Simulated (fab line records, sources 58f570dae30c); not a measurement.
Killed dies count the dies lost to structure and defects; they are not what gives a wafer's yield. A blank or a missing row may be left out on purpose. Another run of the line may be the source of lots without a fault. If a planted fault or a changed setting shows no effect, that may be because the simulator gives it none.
Which of the tools did it? || flow berkeley-cmos170 || 14 lots with 42 wafers sampled at 5 steps, on a route of 331 steps

== WHAT THE GAUGES READ, wafer by wafer ==
UCB170_FIELD_THK_MEAS_90. Usual: FIELD_OXIDE_LEFT_1_THK typically reads 446 nm, with standard deviation 12.
{"lot": "L842", "measured": "day 4 20:34", "on": "film-metro-03", "FIELD_OXIDE_LEFT_1_THK (nm)": "438 442 435", "flag": ""}
{"lot": "L843", "measured": "day 4 21:48", "on": "film-metro-03", "FIELD_OXIDE_LEFT_1_THK (nm)": "455 459 460", "flag": ""}
{"lot": "L844", "measured": "day 4 21:49", "on": "film-metro-01", "FIELD_OXIDE_LEFT_1_THK (nm)": "443 446 437", "flag": ""}
{"lot": "L845", "measured": "day 5 03:14", "on": "film-metro-03", "FIELD_OXIDE_LEFT_1_THK (nm)": "424 429 419", "flag": ""}
{"lot": "L846", "measured": "day 5 03:16", "on": "film-metro-04", "FIELD_OXIDE_LEFT_1_THK (nm)": "432 432 435", "flag": ""}
{"lot": "L848", "measured": "day 6 03:49", "on": "film-metro-03", "FIELD_OXIDE_LEFT_1_THK (nm)": "442 444 448", "flag": ""}
{"lot": "L849", "measured": "day 6 12:38", "on": "film-metro-01", "FIELD_OXIDE_LEFT_1_THK (nm)": "469 472 472", "flag": ""}
{"lot": "L850", "measured": "day 6 19:58", "on": "film-metro-04", "FIELD_OXIDE_LEFT_1_THK (nm)": "419 424 425", "flag": ""}
{"lot": "L851", "measured": "day 6 19:59", "on": "film-metro-01", "FIELD_OXIDE_LEFT_1_THK (nm)": "430 439 440", "flag": ""}
{"lot": "L853", "measured": "day 6 20:02", "on": "film-metro-03", "FIELD_OXIDE_LEFT_1_THK (nm)": "433 460 444", "flag": ""}
{"lot": "L854", "measured": "day 7 12:31", "on": "film-metro-03", "FIELD_OXIDE_LEFT_1_THK (nm)": "440 443 444", "flag": ""}
{"lot": "L860", "measured": "day 9 00:56", "on": "film-metro-01", "FIELD_OXIDE_LEFT_1_THK (nm)": "445 447 430", "flag": ""}
{"lot": "L861", "measured": "day 9 00:56", "on": "film-metro-04", "FIELD_OXIDE_LEFT_1_THK (nm)": "460 453 464", "flag": ""}
{"lot": "L862", "measured": "day 9 12:53", "on": "film-metro-04", "FIELD_OXIDE_LEFT_1_THK (nm)": "449 448 452", "flag": ""}

UCB170_PVT_TW_MEAS_09. Usual: PVT_TW typically reads 514, with standard deviation 3.6.
{"lot": "L842", "measured": "day 5 12:31", "on": "film-metro-01", "PVT_TW": "518 518 519", "flag": ""}
{"lot": "L843", "measured": "day 5 12:52", "on": "film-metro-01", "PVT_TW": "517 520 514", "flag": ""}
{"lot": "L844", "measured": "day 5 12:35", "on": "film-metro-04", "PVT_TW": "514 512 512", "flag": ""}
{"lot": "L845", "measured": "day 5 22:41", "on": "film-metro-03", "PVT_TW": "513 510 507", "flag": ""}
{"lot": "L846", "measured": "day 5 22:13", "on": "film-metro-03", "PVT_TW": "513 511 509", "flag": ""}
{"lot": "L848", "measured": "day 6 19:56", "on": "film-metro-01", "PVT_TW": "520 518 522", "flag": ""}
{"lot": "L849", "measured": "day 7 06:00", "on": "film-metro-04", "PVT_TW": "510 513 509", "flag": ""}
{"lot": "L850", "measured": "day 7 12:53", "on": "film-metro-04", "PVT_TW": "513 512 511", "flag": ""}
{"lot": "L851", "measured": "day 7 12:55", "on": "film-metro-01", "PVT_TW": "520 517 519", "flag": ""}
{"lot": "L853", "measured": "day 7 13:10", "on": "film-metro-03", "PVT_TW": "511 511 508", "flag": ""}
{"lot": "L854", "measured": "day 8 11:37", "on": "film-metro-03", "PVT_TW": "512 514 512", "flag": ""}
{"lot": "L860", "measured": "day 9 20:31", "on": "film-metro-01", "PVT_TW": "519 518 516", "flag": ""}
{"lot": "L861", "measured": "day 9 20:07", "on": "film-metro-03", "PVT_TW": "509 508 513", "flag": ""}
{"lot": "L862", "measured": "day 10 04:55", "on": "film-metro-03", "PVT_TW": "511 512 510", "flag": ""}

UCB170_SDANNEAL_RS_MEAS_04: uses a four-point probe to measure. Usual: PLDD_RS typically reads 1030 ohm/sq, with standard deviation 3.1.
{"lot": "L842", "measured": "day 6 18:10", "on": "film-metro-02", "PLDD_RS (ohm/sq)": "1027 1029 1028", "flag": ""}
{"lot": "L843", "measured": "day 6 17:52", "on": "film-metro-04", "PLDD_RS (ohm/sq)": "1035 1027 1028", "flag": ""}
{"lot": "L844", "measured": "day 6 17:40", "on": "film-metro-01", "PLDD_RS (ohm/sq)": "1034 1034 1033", "flag": ""}
{"lot": "L845", "measured": "day 7 02:07", "on": "film-metro-04", "PLDD_RS (ohm/sq)": "1033 1031 1034", "flag": ""}
{"lot": "L846", "measured": "day 7 02:19", "on": "film-metro-02", "PLDD_RS (ohm/sq)": "1028 1028 1027", "flag": ""}
{"lot": "L848", "measured": "day 7 21:26", "on": "film-metro-02", "PLDD_RS (ohm/sq)": "1028 1027 1029", "flag": ""}
{"lot": "L849", "measured": "day 8 10:13", "on": "film-metro-04", "PLDD_RS (ohm/sq)": "1034 1033 1033", "flag": ""}
{"lot": "L850", "measured": "day 8 19:55", "on": "film-metro-02", "PLDD_RS (ohm/sq)": "1030 1029 1031", "flag": ""}
{"lot": "L851", "measured": "day 8 19:45", "on": "film-metro-01", "PLDD_RS (ohm/sq)": "1033 1035 1032", "flag": ""}
{"lot": "L853", "measured": "day 8 19:21", "on": "film-metro-02", "PLDD_RS (ohm/sq)": "1027 1028 1029", "flag": ""}
{"lot": "L854", "measured": "day 9 14:36", "on": "film-metro-01", "PLDD_RS (ohm/sq)": "1030 1032 1031", "flag": ""}
{"lot": "L860", "measured": "day 10 23:31", "on": "film-metro-02", "PLDD_RS (ohm/sq)": "1027 1029 1032", "flag": ""}
{"lot": "L861", "measured": "day 10 23:07", "on": "film-metro-04", "PLDD_RS (ohm/sq)": "949 946 948", "flag": "OFF"}
{"lot": "L862", "measured": "day 11 06:10", "on": "film-metro-01", "PLDD_RS (ohm/sq)": "956 957 957", "flag": "OFF"}

== TOOL THAT RAN EACH LOT (tool first, then ch and the chambers of the sampled wafers, then the start) ==
{"lot": "L842", "UCB170_PLDD_IMPLANT_08": "implanter-03 ch 0, day 6 03:04", "UCB170_PLDD_STRIP_10": "plasma-asher-03 ch 0,1, day 6 03:22"}
{"lot": "L843", "UCB170_PLDD_IMPLANT_08": "implanter-02 ch 0, day 6 03:22", "UCB170_PLDD_STRIP_10": "plasma-asher-04 ch 0, day 6 03:38"}
{"lot": "L844", "UCB170_PLDD_IMPLANT_08": "implanter-02 ch 0, day 6 02:43", "UCB170_PLDD_STRIP_10": "plasma-asher-04 ch 0,1, day 6 02:59"}
{"lot": "L845", "UCB170_PLDD_IMPLANT_08": "implanter-03 ch 0, day 6 13:36", "UCB170_PLDD_STRIP_10": "plasma-asher-04 ch 0,1, day 6 13:52"}
{"lot": "L846", "UCB170_PLDD_IMPLANT_08": "implanter-02 ch 0, day 6 13:50", "UCB170_PLDD_STRIP_10": "plasma-asher-03 ch 0,1, day 6 14:05"}
{"lot": "L848", "UCB170_PLDD_IMPLANT_08": "implanter-03 ch 0, day 7 09:17", "UCB170_PLDD_STRIP_10": "plasma-asher-04 ch 0,1, day 7 09:33"}
{"lot": "L849", "UCB170_PLDD_IMPLANT_08": "implanter-03 ch 0, day 7 22:45", "UCB170_PLDD_STRIP_10": "plasma-asher-03 ch 0,1, day 7 23:03"}
{"lot": "L850", "UCB170_PLDD_IMPLANT_08": "implanter-01 ch 0, day 8 08:16", "UCB170_PLDD_STRIP_10": "plasma-asher-01 ch 0,1, day 8 08:34"}
{"lot": "L851", "UCB170_PLDD_IMPLANT_08": "implanter-02 ch 0, day 8 07:58", "UCB170_PLDD_STRIP_10": "plasma-asher-04 ch 0,1, day 8 08:14"}
{"lot": "L853", "UCB170_PLDD_IMPLANT_08": "implanter-03 ch 0, day 8 08:08", "UCB170_PLDD_STRIP_10": "plasma-asher-03 ch 0,1, day 8 08:26"}
{"lot": "L854", "UCB170_PLDD_IMPLANT_08": "implanter-03 ch 0, day 8 23:27", "UCB170_PLDD_STRIP_10": "plasma-asher-03 ch 0,1, day 8 23:45"}
{"lot": "L860", "UCB170_PLDD_IMPLANT_08": "implanter-02 ch 0, day 10 11:00", "UCB170_PLDD_STRIP_10": "plasma-asher-03 ch 0,1, day 10 11:17"}
{"lot": "L861", "UCB170_PLDD_IMPLANT_08": "implanter-03 ch 0, day 10 11:07", "UCB170_PLDD_STRIP_10": "plasma-asher-01 ch 0,1, day 10 11:24"}
{"lot": "L862", "UCB170_PLDD_IMPLANT_08": "implanter-03 ch 0, day 10 19:08", "UCB170_PLDD_STRIP_10": "plasma-asher-04 ch 0,1, day 10 19:26"}
- UCB170_PLDD_IMPLANT_08
- UCB170_PLDD_STRIP_10: strips in O2.

== WHAT THE TOOLS THEMSELVES READ (means of the sampled wafers that have a number; where no wafer has one, the mark that the record gives instead) ==
UCB170_PLDD_IMPLANT_08. Usual: beam-on-s 10.02 s, standard deviation 0.2; end-station-pressure-torr 5.13e-06 Torr, standard deviation 2.7e-07; faraday-current-uA 158, standard deviation 3.3; rotation-deg 0.001 degrees, standard deviation 0.017.
{"lot": "L842", "tool": "implanter-03", "beam-on-s (s)": 10.07, "end-station-pressure-torr (Torr)": 5.13e-06, "faraday-current-uA": 158, "rotation-deg (degrees)": -0.004, "flag": ""}
{"lot": "L843", "tool": "implanter-02", "beam-on-s (s)": 10.18, "end-station-pressure-torr (Torr)": 5.27e-06, "faraday-current-uA": 156, "rotation-deg (degrees)": -0.013, "flag": ""}
{"lot": "L844", "tool": "implanter-02", "beam-on-s (s)": 9.95, "end-station-pressure-torr (Torr)": 5.04e-06, "faraday-current-uA": 159, "rotation-deg (degrees)": 0.014, "flag": ""}
{"lot": "L845", "tool": "implanter-03", "beam-on-s (s)": 10.17, "end-station-pressure-torr (Torr)": 5.04e-06, "faraday-current-uA": 155, "rotation-deg (degrees)": 0.004, "flag": ""}
{"lot": "L846", "tool": "implanter-02", "beam-on-s (s)": 10.00, "end-station-pressure-torr (Torr)": 5.05e-06, "faraday-current-uA": 159, "rotation-deg (degrees)": 0.007, "flag": ""}
{"lot": "L848", "tool": "implanter-03", "beam-on-s (s)": 10.05, "end-station-pressure-torr (Torr)": 5.20e-06, "faraday-current-uA": 158, "rotation-deg (degrees)": -0.018, "flag": ""}
{"lot": "L849", "tool": "implanter-03", "beam-on-s (s)": 10.11, "end-station-pressure-torr (Torr)": 5.06e-06, "faraday-current-uA": 157, "rotation-deg (degrees)": 0.026, "flag": ""}
{"lot": "L850", "tool": "implanter-01", "beam-on-s (s)": 9.81, "end-station-pressure-torr (Torr)": 5.06e-06, "faraday-current-uA": 162, "rotation-deg (degrees)": 0.005, "flag": ""}
{"lot": "L851", "tool": "implanter-02", "beam-on-s (s)": 9.98, "end-station-pressure-torr (Torr)": 5.26e-06, "faraday-current-uA": 159, "rotation-deg (degrees)": 0.009, "flag": ""}
{"lot": "L853", "tool": "implanter-03", "beam-on-s (s)": 10.06, "end-station-pressure-torr (Torr)": 5.04e-06, "faraday-current-uA": 158, "rotation-deg (degrees)": 0.000, "flag": ""}
{"lot": "L854", "tool": "implanter-03", "beam-on-s (s)": 9.97, "end-station-pressure-torr (Torr)": 5.21e-06, "faraday-current-uA": 159, "rotation-deg (degrees)": 0.024, "flag": ""}
{"lot": "L860", "tool": "implanter-02", "beam-on-s (s)": 10.08, "end-station-pressure-torr (Torr)": 5.05e-06, "faraday-current-uA": 157, "rotation-deg (degrees)": 0.007, "flag": ""}
{"lot": "L861", "tool": "implanter-03", "beam-on-s (s)": 11.98, "end-station-pressure-torr (Torr)": 9.75e-05, "faraday-current-uA": 133, "rotation-deg (degrees)": 0.022, "flag": "OFF"}
{"lot": "L862", "tool": "implanter-03", "beam-on-s (s)": 12.05, "end-station-pressure-torr (Torr)": 9.34e-05, "faraday-current-uA": 134, "rotation-deg (degrees)": 0.003, "flag": "OFF"}

UCB170_PLDD_STRIP_10. Usual: drypump-motor-current-A 5.5 A, standard deviation 0.64; oes-product-au 0.734 a.u., standard deviation 0.0048; strip-time-to-endpoint-s 21.66 s, standard deviation 0.066.
{"lot": "L842", "tool": "plasma-asher-03", "drypump-motor-current-A (A)": 5.5, "oes-product-au (a.u.)": 0.732, "strip-time-to-endpoint-s (s)": 21.67, "flag": ""}
{"lot": "L843", "tool": "plasma-asher-04", "drypump-motor-current-A (A)": 4.8, "oes-product-au (a.u.)": 0.730, "strip-time-to-endpoint-s (s)": 21.64, "flag": ""}
{"lot": "L844", "tool": "plasma-asher-04", "drypump-motor-current-A (A)": 5.2, "oes-product-au (a.u.)": 0.734, "strip-time-to-endpoint-s (s)": 21.70, "flag": ""}
{"lot": "L845", "tool": "plasma-asher-04", "drypump-motor-current-A (A)": 5.2, "oes-product-au (a.u.)": 0.732, "strip-time-to-endpoint-s (s)": 21.73, "flag": ""}
{"lot": "L846", "tool": "plasma-asher-03", "drypump-motor-current-A (A)": 5.5, "oes-product-au (a.u.)": 0.734, "strip-time-to-endpoint-s (s)": 21.63, "flag": ""}
{"lot": "L848", "tool": "plasma-asher-04", "drypump-motor-current-A (A)": 5.6, "oes-product-au (a.u.)": 0.741, "strip-time-to-endpoint-s (s)": 21.64, "flag": ""}
{"lot": "L849", "tool": "plasma-asher-03", "drypump-motor-current-A (A)": 5.5, "oes-product-au (a.u.)": 0.731, "strip-time-to-endpoint-s (s)": 21.58, "flag": ""}
{"lot": "L850", "tool": "plasma-asher-01", "drypump-motor-current-A (A)": 5.4, "oes-product-au (a.u.)": 0.736, "strip-time-to-endpoint-s (s)": 21.75, "flag": ""}
{"lot": "L851", "tool": "plasma-asher-04", "drypump-motor-current-A (A)": 5.6, "oes-product-au (a.u.)": 0.735, "strip-time-to-endpoint-s (s)": 21.67, "flag": ""}
{"lot": "L853", "tool": "plasma-asher-03", "drypump-motor-current-A (A)": 6.0, "oes-product-au (a.u.)": 0.735, "strip-time-to-endpoint-s (s)": 21.67, "flag": ""}
{"lot": "L854", "tool": "plasma-asher-03", "drypump-motor-current-A (A)": 5.5, "oes-product-au (a.u.)": 0.735, "strip-time-to-endpoint-s (s)": 21.64, "flag": ""}
{"lot": "L860", "tool": "plasma-asher-03", "drypump-motor-current-A (A)": 6.0, "oes-product-au (a.u.)": 0.734, "strip-time-to-endpoint-s (s)": 21.71, "flag": ""}
{"lot": "L861", "tool": "plasma-asher-01", "drypump-motor-current-A (A)": 5.4, "oes-product-au (a.u.)": 0.733, "strip-time-to-endpoint-s (s)": 21.56, "flag": ""}
{"lot": "L862", "tool": "plasma-asher-04", "drypump-motor-current-A (A)": 5.6, "oes-product-au (a.u.)": 0.729, "strip-time-to-endpoint-s (s)": 21.79, "flag": ""}

== THE ANSWER, worked out from the rows above alone ==
Rule: a lot counts as off when the mean over its wafers that have a number is more than 3 standard deviations away from the usual mean. A lot without any number at a reading at which 4 lots or more have one is off too. Where the step has rows for the other lots, those lots are counted as sound. The gauges are gone through in route order, then the tools' own readings, and for those a lot's mean is taken as printed above. The first step at which some lot is off is used, and at that step the reading that is off furthest; a lot without a number counts as furthest.
Off: L861, L862, at UCB170_SDANNEAL_RS_MEAS_04 (PLDD_RS).
A tool fits if, at a process step before that reading, it ran every lot that is off, and no sound lot after the first of them. Not tried: the gauges at UCB170_SDANNEAL_RS_MEAS_04; whatever is off there is also off at UCB170_PLDD_IMPLANT_08, on other tools, and gauge error can't account for it. One fits: implanter-03 at UCB170_PLDD_IMPLANT_08. A fault onset in the window from L854 (day 8 23:27, its last sound lot) to L861 (day 10 11:07, its first lot off) fits.
The tool's own readings at UCB170_PLDD_IMPLANT_08 bear it out: on the lots that are off they differ by more than 5 times the standard deviation of the sound lots' means. beam-on-s reads 12.02 s there against 10.04 s on the sound lots; end-station-pressure-torr reads 9.54e-05 Torr there against 5.12e-06 Torr on the sound lots; faraday-current-uA reads 134 there against 158 on the sound lots.

== WHAT WAS PUT IN BY THE SIMULATOR ==
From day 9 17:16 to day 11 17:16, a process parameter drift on implanter-03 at UCB170_PLDD_IMPLANT_08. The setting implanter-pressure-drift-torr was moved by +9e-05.
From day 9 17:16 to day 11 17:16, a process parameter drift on implanter-03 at UCB170_PLDD_IMPLANT_08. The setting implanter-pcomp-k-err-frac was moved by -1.
Lots struck among those shown: L861, L862. The same result came from the rule above.
